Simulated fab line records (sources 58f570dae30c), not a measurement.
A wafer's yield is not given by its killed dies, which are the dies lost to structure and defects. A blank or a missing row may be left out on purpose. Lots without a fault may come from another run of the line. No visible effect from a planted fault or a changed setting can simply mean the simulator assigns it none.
fab line records	flow berkeleyCmos170
[record] lots = 5	wafers = 23
route steps=331 shown PLDD@148 NSD@195 BACKSIDE@199 SDANNEAL@205 SILICIDE@211 CONTACT@217 V1@254
startH: start of the lot's first displayed wafer, in hours after the record's first day	waitH: time in hours since the lot's previous step	" same as the row above	L1.1+2: several wafers, shown together as one row	- no value, or no start given	* or withheld: withheld	< > ~ a bound
route shown NAME@n: names a module that has steps shown in the file, with the first one's number in the route	usual: mean and standard deviation over wafers with no fault	same: alike in all rows	chamber/n: place in a boat	sites: each site's reading	_std_site: how widely they spread, as a standard deviation	_edge_site: inner sites' mean taken away from outer sites' mean	radiusMm: how far each site lies from the wafer's centre	mask NAME#n: copy n	behind: the tool/chamber that last shaped the wafer	hold: why the lot went on hold/how many hours it stayed there/how the hold came to an end	device: whichever transistor did not switch (one of n, p or np)	end of line: at the end of the route, the tests of the same wafers	for a step that has no rows: nothing shown but its recipe	killed: the dies lost at the first sort to structure and to defects; this is not the yield of the wafer	map: dies across one wafer; x = killed, . = not, _ = none there
set.NAME: the setting as run; set.NAME@STEP: as run at that earlier step	model.NAME: the simulator's own value behind a step, which no gauge read
lots whose settings were changed on purpose; a table a step, a row a wafer
[[steps]]
[step UCB170_PLDD_EXPOSE_03]
[recipe] maskId = PSELECT	na = 0.5	sigmaOuter = 0.6	sourceShape = conventional	targetCdNm = 1200	doseMj = 30
lot.wafer	tool	chamber	startH	waitH	mask	set.doseMj
L074.1+5+6	krfScanner-02	0	155.30	0.5	PSELECT#0	30
L074.2+3	"	0	"	"	PSELECT#0	28.61
L079.1+4+5	krfScanner-01	0	183.32	0.2	PSELECT#0	29.13
L079.3+6	"	0	"	"	PSELECT#0	30
L078.4+5+6	krfScanner-01	0	183.94	0.3	PSELECT#0	30
L083.1+3+6	krfScanner-02	0	190.76	0.1	PSELECT#0	30
L083.4+5	"	0	"	"	PSELECT#0	27.89
L085.2+4+5	krfScanner-02	0	211.00	0.3	PSELECT#0	30
L085.3+6	"	0	"	"	PSELECT#0	32.19
[step UCB170_PLDD_PEB_04]
[recipe] pebTempC = 130	pebTimeS = withheld	resist = KrF
[step UCB170_PLDD_DEVELOP_05]
[recipe] developer = TMAH	developTimeS = 45	resist = KrF	devTempC = 21
[step UCB170_PLDD_CD_MEAS_06]
[recipe] targetCdNm = 1200
[usual] cdNm = 1200.3/1.5
lot.wafer	tool	chamber	startH	waitH	set.doseMj@PLDD_EXPOSE_03	cdNm
L074.1	cdSem-01	-	156.02	-	30	1200.0
L074.2	"	-	"	"	28.61	1192.0
L074.3	"	-	"	"	28.61	1191.5
L074.5	"	-	"	"	30	1199.1
L074.6	"	-	"	"	30	1199.8
L079.1	cdSem-02	-	183.71	-	29.13	1192.2
L079.3	"	-	"	"	30	1197.5
L079.4	"	-	"	"	29.13	1193.7
L079.5	"	-	"	"	29.13	1192.3
L079.6	"	-	"	"	30	1198.4
L078.4	cdSem-02	-	184.46	-	30	1200.0
L078.5	"	-	"	"	30	1200.6
L078.6	"	-	"	"	30	1201.2
L083.1	cdSem-02	-	192.04	-	30	1197.6
L083.3	"	-	"	"	30	1197.8
L083.4	"	-	"	"	27.89	1184.6
L083.5	"	-	"	"	27.89	1184.6
L083.6	"	-	"	"	30	1198.1
L085.2	cdSem-01	-	211.39	-	30	1202.3
L085.3	"	-	"	"	32.19	1213.5
L085.4	"	-	"	"	30	1199.7
L085.5	"	-	"	"	30	1199.9
L085.6	"	-	"	"	32.19	1212.5
[step UCB170_PLDD_IMPLANT_09]
[recipe] species = BF2	doseCm2 = 5e+13	energyKev = 10	tiltDeg = 7	rotationDeg = 180
lot.wafer	tool	chamber	startH	waitH	set.doseCm2
L074.1+3+5	implanter-02	0	156.33	0.1	5e+13
L074.2+6	"	0	"	"	4.774e+13
L079.1+3+4+5+6	implanter-04	0	184.02	0.1	5e+13
L078.4+5+6	implanter-04	0	184.78	0.1	5e+13
L083.1+5+6	implanter-02	0	192.34	0.1	5.245e+13
L083.3+4	"	0	"	"	5e+13
L085.2+5	implanter-03	0	211.70	0.1	5e+13
L085.3+4+6	"	0	"	"	4.719e+13
[step UCB170_NSD_IMPLANT_08]
[recipe] species = P	doseCm2 = 3e+15	energyKev = 40	tiltDeg = 7
lot.wafer	tool	chamber	startH	waitH	set.energyKev	model.implant.rpNm	model.implant.drpNm
L074.1+3+6	implanter-04	0	169.26	0.0	40	46.2	21.16
L074.2+5	"	0	"	"	37.69	43.59	20.11
L079.1+6	implanter-04	0	194.67	0.0	42.24	51.74	22.16
L079.3+4+5	"	0	"	"	40	49.03	21.16
L078.4+5+6	implanter-02	0	195.02	0.1	40	48.81	21.16
L083.1+3	implanter-01	0	207.77	0.0	41.32	48.68	21.75
L083.4+5+6	"	0	"	"	40	47.15	21.16
L085.2+3+5	implanter-04	0	222.47	0.0	38.94	46.95	20.68
L085.4+6	"	0	"	"	40	48.21	21.16
[step UCB170_NSD_STRIP_09]
[recipe] chemistry = O2	powerW = 400	pressureMtorr = 3500	platenTempC = withheld	o2FlowSccm = 400	overashFraction = 0.5
[usual] stripTimeToEndpointS = 35.85/0.092
lot.wafer	tool	chamber	startH	waitH	set.energyKev@NSD_IMPLANT_08	stripTimeToEndpointS
L074.1	plasmaAsher-03	1	169.41	0.1	40	35.81
L074.2	"	0	"	"	37.69	35.04
L074.3	"	1	"	"	40	35.85
L074.5	"	1	"	"	37.69	35.06
L074.6	"	0	"	"	40	35.89
L079.1	plasmaAsher-03	0	194.82	0.1	42.24	36.56
L079.3	"	1	"	"	40	35.77
L079.4	"	0	"	"	40	35.69
L079.5	"	1	"	"	40	35.75
L079.6	"	0	"	"	42.24	36.52
L078.4	plasmaAsher-02	1	195.13	0.1	40	35.83
L078.5	"	0	"	"	40	35.88
L078.6	"	1	"	"	40	35.92
L083.1	plasmaAsher-03	0	207.92	0.1	41.32	36.30
L083.3	"	1	"	"	41.32	36.38
L083.4	"	0	"	"	40	35.88
L083.5	"	1	"	"	40	35.91
L083.6	"	0	"	"	40	35.85
L085.2	plasmaAsher-02	1	222.59	0.1	38.94	35.44
L085.3	"	0	"	"	38.94	35.46
L085.4	"	1	"	"	40	35.86
L085.5	"	0	"	"	38.94	35.45
L085.6	"	1	"	"	40	35.89
[step UCB170_NSD_TW_MEAS_10]
[usual] NSD_TW = 4221/23
lot.wafer	tool	chamber	startH	waitH	set.energyKev@NSD_IMPLANT_08	NSD_TW
L074.1	filmMetro-01	-	169.51	0.1	40	4211
L074.2	"	-	"	"	37.69	4120
L074.3	"	-	"	"	40	4208
L074.5	"	-	"	"	37.69	4119
L074.6	"	-	"	"	40	4215
L079.1	filmMetro-01	-	194.92	0.1	42.24	4294
L079.3	"	-	"	"	40	4234
L079.4	"	-	"	"	40	4206
L079.5	"	-	"	"	40	4210
L079.6	"	-	"	"	42.24	4285
L078.4	filmMetro-02	-	195.23	0.1	40	4239
L078.5	"	-	"	"	40	4201
L078.6	"	-	"	"	40	4211
L083.1	filmMetro-03	-	208.03	0.1	41.32	4278
L083.3	"	-	"	"	41.32	4281
L083.4	"	-	"	"	40	4228
L083.5	"	-	"	"	40	4263
L083.6	"	-	"	"	40	4223
L085.2	filmMetro-02	-	222.70	0.1	38.94	4150
L085.3	"	-	"	"	38.94	4149
L085.4	"	-	"	"	40	4195
L085.5	"	-	"	"	38.94	4154
L085.6	"	-	"	"	40	4147
[step UCB170_NSD_CLEAN_11]
[recipe] chemistry = SPM	tempC = 120	timeS = 600
[step UCB170_BACKSIDE_HMDS_00]
[recipe] primeTimeS = 60	primeTempC = 100
[step UCB170_SDANNEAL_RTA_01]
[recipe] tempC = 1050	timeS = 5	ambient = N2
[step UCB170_SDANNEAL_RS_MEAS_03]
[recipe] thkMeasGauge = four-point-probe
[usual] NSD_RS = 37.26/0.095
lot.wafer	tool	chamber	startH	waitH	set.energyKev@NSD_IMPLANT_08	NSD_RS[ohm/sq]
L074.1	filmMetro-03	-	172.55	0.1	40	37.25
L074.2	"	-	"	"	37.69	38.00
L074.3	"	-	"	"	40	37.24
L074.5	"	-	"	"	37.69	37.97
L074.6	"	-	"	"	40	37.22
L079.1	filmMetro-01	-	196.73	0.1	42.24	36.79
L079.3	"	-	"	"	40	37.25
L079.4	"	-	"	"	40	37.38
L079.5	"	-	"	"	40	37.24
L079.6	"	-	"	"	42.24	36.71
L078.4	filmMetro-03	-	197.09	0.1	40	37.25
L078.5	"	-	"	"	40	37.22
L078.6	"	-	"	"	40	37.17
L083.1	filmMetro-03	-	209.70	0.1	41.32	36.94
L083.3	"	-	"	"	41.32	36.80
L083.4	"	-	"	"	40	37.24
L083.5	"	-	"	"	40	37.33
L083.6	"	-	"	"	40	37.22
L085.2	filmMetro-02	-	224.38	0.1	38.94	37.61
L085.3	"	-	"	"	38.94	37.55
L085.4	"	-	"	"	40	37.33
L085.5	"	-	"	"	38.94	37.60
L085.6	"	-	"	"	40	37.35
[step UCB170_SDANNEAL_RS_MEAS_04]
[recipe] thkMeasGauge = four-point-probe
[usual] PLDD_RS = 1032.1/2.5
lot.wafer	tool	chamber	startH	waitH	set.doseCm2@PLDD_IMPLANT_09	PLDD_RS[ohm/sq]
L074.1	filmMetro-03	-	172.67	0.1	5e+13	1031.5
L074.2	"	-	"	"	4.774e+13	1049.2
L074.3	"	-	"	"	5e+13	1030.4
L074.5	"	-	"	"	5e+13	1033.7
L074.6	"	-	"	"	4.774e+13	1053.9
L079.1	filmMetro-01	-	196.85	0.1	5e+13	1033.6
L079.3	"	-	"	"	5e+13	1036.3
L079.4	"	-	"	"	5e+13	1034.2
L079.5	"	-	"	"	5e+13	1035.2
L079.6	"	-	"	"	5e+13	1032.8
L078.4	filmMetro-03	-	197.21	0.1	5e+13	1032.3
L078.5	"	-	"	"	5e+13	1035.7
L078.6	"	-	"	"	5e+13	1031.7
L083.1	filmMetro-03	-	209.82	0.1	5.245e+13	1010.1
L083.3	"	-	"	"	5e+13	1032.3
L083.4	"	-	"	"	5e+13	1035.5
L083.5	"	-	"	"	5.245e+13	1011.9
L083.6	"	-	"	"	5.245e+13	1013.3
L085.2	filmMetro-02	-	224.50	0.1	5e+13	1030.8
L085.3	"	-	"	"	4.719e+13	1055.4
L085.4	"	-	"	"	4.719e+13	1055.9
L085.5	"	-	"	"	5e+13	1032.3
L085.6	"	-	"	"	4.719e+13	1054.8
[step UCB170_SILICIDE_SPUTTER_01]
[recipe] material = Ti	targetThkNm = 30	timeS = 25	powerW = 1500	chamberPressurePa = 0.5
lot.wafer	tool	chamber	startH	waitH	set.powerW	model.Ti_of_SILICIDE_SPUTTER_01.thkNm
L074.1	pvdSputter-01	-	172.98	0.0	1440	28.89
L074.2	"	-	"	"	1500	30.1
L074.3	"	-	"	"	1500	30.07
L074.5	"	-	"	"	1500	30.33
L074.6	"	-	"	"	1440	28.76
L079.1	pvdSputter-01	-	197.16	0.0	1595	31.99
L079.3+5	"	-	"	"	1595	32.18
L079.4	"	-	"	"	1500	30.17
L079.6	"	-	"	"	1500	30.22
L078.4	pvdSputter-04	-	197.46	0.0	1500	29.89
L078.5	"	-	"	"	1500	30.54
L078.6	"	-	"	"	1500	30.7
L083.1	pvdSputter-01	-	210.13	0.0	1378	27.48
L083.3	"	-	"	"	1500	30.19
L083.4	"	-	"	"	1378	27.64
L083.5	"	-	"	"	1500	30.02
L083.6	"	-	"	"	1378	27.46
L085.2	pvdSputter-02	-	224.78	0.0	1500	30.54
L085.3	"	-	"	"	1391	28.06
L085.4	"	-	"	"	1391	28.01
L085.5	"	-	"	"	1500	30.2
L085.6	"	-	"	"	1500	30.14
[step UCB170_SILICIDE_RS_MEAS_02]
[recipe] thkMeasGauge = four-point-probe	reads = Ti_of_SILICIDE_SPUTTER_01
[usual] SILICIDE_TI_RS = 26.0/0.31
lot.wafer	tool	chamber	startH	waitH	set.powerW@SILICIDE_SPUTTER_01	SILICIDE_TI_RS[ohm/sq]
L074.1	filmMetro-01	-	173.04	0.0	1440	27.4
L074.2	"	-	"	"	1500	26.1
L074.3	"	-	"	"	1500	26.1
L074.5	"	-	"	"	1500	25.8
L074.6	"	-	"	"	1440	27.5
L079.1	filmMetro-04	-	197.19	0.0	1595	24.2
L079.3	"	-	"	"	1595	24.0
L079.4	"	-	"	"	1500	25.9
L079.5	"	-	"	"	1595	24.1
L079.6	"	-	"	"	1500	25.9
L078.4	filmMetro-02	-	197.55	0.1	1500	26.2
L078.5	"	-	"	"	1500	25.6
L078.6	"	-	"	"	1500	25.4
L083.1	filmMetro-04	-	210.16	0.0	1378	28.9
L083.3	"	-	"	"	1500	25.9
L083.4	"	-	"	"	1378	28.8
L083.5	"	-	"	"	1500	26.1
L083.6	"	-	"	"	1378	29.0
L085.2	filmMetro-02	-	224.83	0.0	1500	25.6
L085.3	"	-	"	"	1391	28.2
L085.4	"	-	"	"	1391	28.3
L085.5	"	-	"	"	1500	25.9
L085.6	"	-	"	"	1500	26.0
[step UCB170_SILICIDE_THK_MEAS_03]
[recipe] thkMeasGauge = xrf	reads = Ti_of_SILICIDE_SPUTTER_01
[usual] SILICIDE_TI_THK = 30.2/0.33
lot.wafer	tool	chamber	startH	waitH	set.powerW@SILICIDE_SPUTTER_01	SILICIDE_TI_THK[nm]
L074.1	filmMetro-01	-	173.16	0.1	1440	29.0
L074.2	"	-	"	"	1500	30.2
L074.3	"	-	"	"	1500	30.3
L074.5	"	-	"	"	1500	30.5
L074.6	"	-	"	"	1440	28.9
L079.1	filmMetro-04	-	197.31	0.1	1595	32.0
L079.3	"	-	"	"	1595	32.4
L079.4	"	-	"	"	1500	30.3
L079.5	"	-	"	"	1595	32.3
L079.6	"	-	"	"	1500	30.5
L078.4	filmMetro-02	-	197.64	0.1	1500	29.9
L078.5	"	-	"	"	1500	30.6
L078.6	"	-	"	"	1500	30.9
L083.1	filmMetro-04	-	210.28	0.1	1378	27.6
L083.3	"	-	"	"	1500	30.3
L083.4	"	-	"	"	1378	27.8
L083.5	"	-	"	"	1500	30.2
L083.6	"	-	"	"	1378	27.6
L085.2	filmMetro-02	-	224.94	0.1	1500	30.7
L085.3	"	-	"	"	1391	28.3
L085.4	"	-	"	"	1391	28.1
L085.5	"	-	"	"	1500	30.4
L085.6	"	-	"	"	1500	30.4
[step UCB170_CONTACT_CVD_01]
[recipe] material = PSG	targetThkNm = 700	tempC = 450	precursor = SiH4/O2/PH3	timeS = 2820	pressureMtorr = 300	sih4FlowSccm = 60	o2FlowSccm = 90	ph3FlowSccm = 25
lot.wafer	tool	chamber	startH	waitH	set.o2FlowSccm	model.PSG_of_CONTACT_CVD_01.thkNm
L074.1	-	-	-	0.0	79.35	661.7
L074.2	"	-	"	"	79.35	671.4
L074.3	"	-	"	"	79.35	667.6
L074.5	"	-	"	"	79.35	664.4
L074.6	"	-	"	"	79.35	671.8
L079.1	-	-	-	0.0	77.62	659.8
L079.3	"	-	"	"	77.62	654.7
L079.4+5	"	-	"	"	77.62	661.1
L079.6	"	-	"	"	77.62	658.9
L078.4	lpcvd-02	1	197.96	0.0	90	711
L078.5	"	1	"	"	90	715.2
L078.6	"	1	"	"	90	719.6
L083.1	-	-	-	0.3	102.3	750.1
L083.3	"	-	"	"	102.3	749
L083.4	"	-	"	"	102.3	748.3
L083.5	"	-	"	"	102.3	749.8
L083.6	"	-	"	"	102.3	754.7
L085.2	-	-	-	1.0	84.12	681.8
L085.3	"	-	"	"	84.12	674.3
L085.4	"	-	"	"	84.12	678.1
L085.5	"	-	"	"	84.12	678.6
L085.6	"	-	"	"	84.12	672.5
[step UCB170_CONTACT_THK_MEAS_02]
[recipe] reads = PSG_of_CONTACT_CVD_01
[usual] CONTACT_PSG_THK = 705/6.5
lot.wafer	tool	chamber	startH	waitH	set.o2FlowSccm@CONTACT_CVD_01	CONTACT_PSG_THK[nm]
L074.1	filmMetro-03	-	-	-	79.35	662
L074.2	"	-	"	"	79.35	671
L074.3	"	-	"	"	79.35	667
L074.5	"	-	"	"	79.35	664
L074.6	"	-	"	"	79.35	672
L079.1	filmMetro-03	-	-	-	77.62	660
L079.3	"	-	"	"	77.62	655
L079.4	"	-	"	"	77.62	662
L079.5	"	-	"	"	77.62	662
L079.6	"	-	"	"	77.62	659
L078.4	filmMetro-01	-	199.77	0.0	90	710
L078.5	"	-	"	"	90	715
L078.6	"	-	"	"	90	719
L083.1	filmMetro-03	-	-	-	102.3	751
L083.3	"	-	"	"	102.3	749
L083.4	"	-	"	"	102.3	748
L083.5	"	-	"	"	102.3	749
L083.6	"	-	"	"	102.3	754
L085.2	filmMetro-01	-	-	-	84.12	682
L085.3	"	-	"	"	84.12	674
L085.4	"	-	"	"	84.12	678
L085.5	"	-	"	"	84.12	679
L085.6	"	-	"	"	84.12	673
[step UCB170_CONTACT_SOFTBAKE_11]
[recipe] resist = KrF	tempC = 130	timeS = 60
lot.wafer	tool	chamber	startH	waitH	set.timeS
L074.1+5	lithoTrack-01	0	-	-	60
L074.2+3+6	"	0	"	"	63.27
L079.1+3+4+5+6	lithoTrack-02	0	-	-	60
L078.4+5+6	lithoTrack-03	0	-	-	60
L083.1+4	lithoTrack-02	0	-	-	60
L083.3+5+6	"	0	"	"	66.43
L085.2+3	lithoTrack-01	0	-	-	68.72
L085.4+5+6	"	0	"	"	60
[step UCB170_CONTACT_EXPOSE_12]
[recipe] maskId = CONT	targetCdNm = 700	na = 0.5	sigmaOuter = 0.6	sourceShape = conventional	doseMj = 35
[step UCB170_CONTACT_PEB_13]
[recipe] pebTempC = 130	pebTimeS = withheld	resist = KrF
[step UCB170_CONTACT_ETCH_17]
[recipe] chemistry = N2/H2	targetDepthA = withheld	overetchA = withheld	target = BARC	timeS = withheld	sourceW = 500	biasW = 100	pressureMtorr = 30	n2FlowSccm = 100	h2FlowSccm = 200
[step UCB170_CONTACT_ETCH_18]
[recipe] chemistry = CHF3/CF4/Ar	target = PSG	stopOn = TiSi2	CHF3_flow_sccm = 45	cf4FlowSccm = 15	Ar_flow_sccm = 150	pressureMtorr = 200	rfW = 700	targetDepthA = 8400	overEtchFrac = 0.2	timeS = 195
lot.wafer	tool	chamber	startH	waitH	set.o2FlowSccm@CONTACT_CVD_01	model.CONTACT.featureDepthNm	model.etch.depthNm
L074.1	rieDiel-01	0	-	-	79.35	661.7	661.7
L074.2	"	3	"	"	79.35	671.4	671.4
L074.3	"	1	"	"	79.35	667.6	667.6
L074.5	"	2	"	"	79.35	664.4	664.4
L074.6	"	3	"	"	79.35	671.8	671.8
L079.1	rieDiel-04	3	-	-	77.62	659.8	659.8
L079.3	"	2	"	"	77.62	654.7	654.7
L079.4+5	"	1	"	"	77.62	661.1	661.1
L079.6	"	0	"	"	77.62	658.9	658.9
L078.4	rieDiel-02	2	-	-	90	711	711
L078.5	"	2	"	"	90	715.2	715.2
L078.6	"	1	"	"	90	719.6	719.6
L083.1	rieDiel-01	0	-	-	102.3	750.1	750.1
L083.3	"	1	"	"	102.3	749	749
L083.4	"	3	"	"	102.3	748.3	748.3
L083.5	"	0	"	"	102.3	749.8	749.8
L083.6	"	3	"	"	102.3	754.7	754.7
L085.2	rieDiel-04	1	-	-	84.12	681.8	681.8
L085.3	"	3	"	"	84.12	674.3	674.3
L085.4	"	0	"	"	84.12	678.1	678.1
L085.5	"	0	"	"	84.12	678.6	678.6
L085.6	"	3	"	"	84.12	672.5	672.5
[step UCB170_V1_CVD_00]
[recipe] material = SiO2	targetThkNm = 2000	tempC = 390	precursor = TEOS/O2	timeS = 250	rfW = 550	pressureMtorr = 9000
lot.wafer	tool	chamber	startH	waitH	set.timeS	model.SiO2_of_V1_CVD_00.thkNm
L074.1	pecvd-03	2	181.96	0.0	225.1	1771
L074.2	"	1	"	"	225.1	1779
L074.3	"	0	"	"	225.1	1767
L074.5	"	0	"	"	250	1999
L074.6	"	1	"	"	250	1997
L079.1	pecvd-02	1	204.80	0.0	250	1964
L079.3	"	2	"	"	216.4	1704
L079.4	"	2	"	"	216.4	1745
L079.5	"	0	"	"	250	2028
L079.6	"	1	"	"	250	2013
L078.4	pecvd-03	0	206.21	0.1	250	1986
L078.5	"	1	"	"	250	2016
L078.6	"	2	"	"	250	1993
L083.1	pecvd-02	2	224.02	0.0	226.4	1789
L083.3	"	1	"	"	226.4	1798
L083.4	"	0	"	"	250	1992
L083.5	"	1	"	"	250	2012
L083.6	"	2	"	"	226.4	1817
L085.2	pecvd-03	2	236.24	0.0	250	1985
L085.3	"	0	"	"	274.8	2170
L085.4	"	1	"	"	274.8	2205
L085.5	"	2	"	"	274.8	2218
L085.6	"	0	"	"	250	2000
[step UCB170_V1_THK_MEAS_01]
[recipe] reads = SiO2_of_V1_CVD_00
[usual] V1_TEOS_THK = 1992/20
lot.wafer	tool	chamber	startH	waitH	set.timeS@V1_CVD_00	V1_TEOS_THK[nm]
L074.1	filmMetro-03	-	182.11	0.1	225.1	1770
L074.2	"	-	"	"	225.1	1780
L074.3	"	-	"	"	225.1	1766
L074.5	"	-	"	"	250	1999
L074.6	"	-	"	"	250	1997
L079.1	filmMetro-03	-	204.96	0.1	250	1965
L079.3	"	-	"	"	216.4	1704
L079.4	"	-	"	"	216.4	1746
L079.5	"	-	"	"	250	2028
L079.6	"	-	"	"	250	2012
L078.4	filmMetro-04	-	206.32	0.0	250	1987
L078.5	"	-	"	"	250	2017
L078.6	"	-	"	"	250	1993
L083.1	filmMetro-02	-	224.18	0.1	226.4	1790
L083.3	"	-	"	"	226.4	1798
L083.4	"	-	"	"	250	1992
L083.5	"	-	"	"	250	2012
L083.6	"	-	"	"	226.4	1818
L085.2	filmMetro-02	-	236.41	0.1	250	1983
L085.3	"	-	"	"	274.8	2170
L085.4	"	-	"	"	274.8	2205
L085.5	"	-	"	"	274.8	2217
L085.6	"	-	"	"	250	2001
[[key]]
[split] step = UCB170_PLDD_EXPOSE_03	setting = doseMj	stated = 30	by = wafer
[response] step = UCB170_PLDD_CD_MEAS_06	reading = cdNm	change = +1.77	per = 1%	r = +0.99
[split] step = UCB170_PLDD_IMPLANT_09	setting = doseCm2	stated = 5e+13	by = wafer
[response] step = UCB170_SDANNEAL_RS_MEAS_04	reading = PLDD_RS	change = -4.36	per = 1%	r = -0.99
[split] step = UCB170_NSD_IMPLANT_08	setting = energyKev	stated = 40	by = wafer
[response] step = UCB170_NSD_IMPLANT_08	reading = model.implant.rpNm	change = +0.468	per = 1%	r = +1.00
[response] step = UCB170_NSD_IMPLANT_08	reading = model.implant.drpNm	change = +0.18	per = 1%	r = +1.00
[response] step = UCB170_NSD_STRIP_09	reading = stripTimeToEndpointS	change = *	per = 1%	r = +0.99
[response] step = UCB170_NSD_TW_MEAS_10	reading = NSD_TW	change = +13.6	per = 1%	r = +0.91
[response] step = UCB170_SDANNEAL_RS_MEAS_03	reading = NSD_RS	change = -0.112	per = 1%	r = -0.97
[split] step = UCB170_SILICIDE_SPUTTER_01	setting = powerW	stated = 1500	by = wafer
[response] step = UCB170_SILICIDE_SPUTTER_01	reading = model.Ti_of_SILICIDE_SPUTTER_01.thkNm	change = +0.314	per = 1%	r = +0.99
[response] step = UCB170_SILICIDE_RS_MEAS_02	reading = SILICIDE_TI_RS	change = -0.334	per = 1%	r = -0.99
[response] step = UCB170_SILICIDE_THK_MEAS_03	reading = SILICIDE_TI_THK	change = +0.314	per = 1%	r = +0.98
[split] step = UCB170_CONTACT_CVD_01	setting = o2FlowSccm	stated = 90	by = lot
[response] step = UCB170_CONTACT_CVD_01	reading = model.PSG_of_CONTACT_CVD_01.thkNm	change = +3.38	per = 1%	r = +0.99
[response] step = UCB170_CONTACT_THK_MEAS_02	reading = CONTACT_PSG_THK	change = +3.37	per = 1%	r = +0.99
[response] step = UCB170_CONTACT_ETCH_18	reading = model.CONTACT.featureDepthNm	change = +3.38	per = 1%	r = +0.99
[response] step = UCB170_CONTACT_ETCH_18	reading = model.etch.depthNm	change = +3.38	per = 1%	r = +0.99
[split] step = UCB170_CONTACT_SOFTBAKE_11	setting = timeS	stated = 60	by = wafer
response none clear
[split] step = UCB170_V1_CVD_00	setting = timeS	stated = 250	by = wafer
[response] step = UCB170_V1_CVD_00	reading = model.SiO2_of_V1_CVD_00.thkNm	change = +21.2	per = 1%	r = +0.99
[response] step = UCB170_V1_THK_MEAS_01	reading = V1_TEOS_THK	change = +21.2	per = 1%	r = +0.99
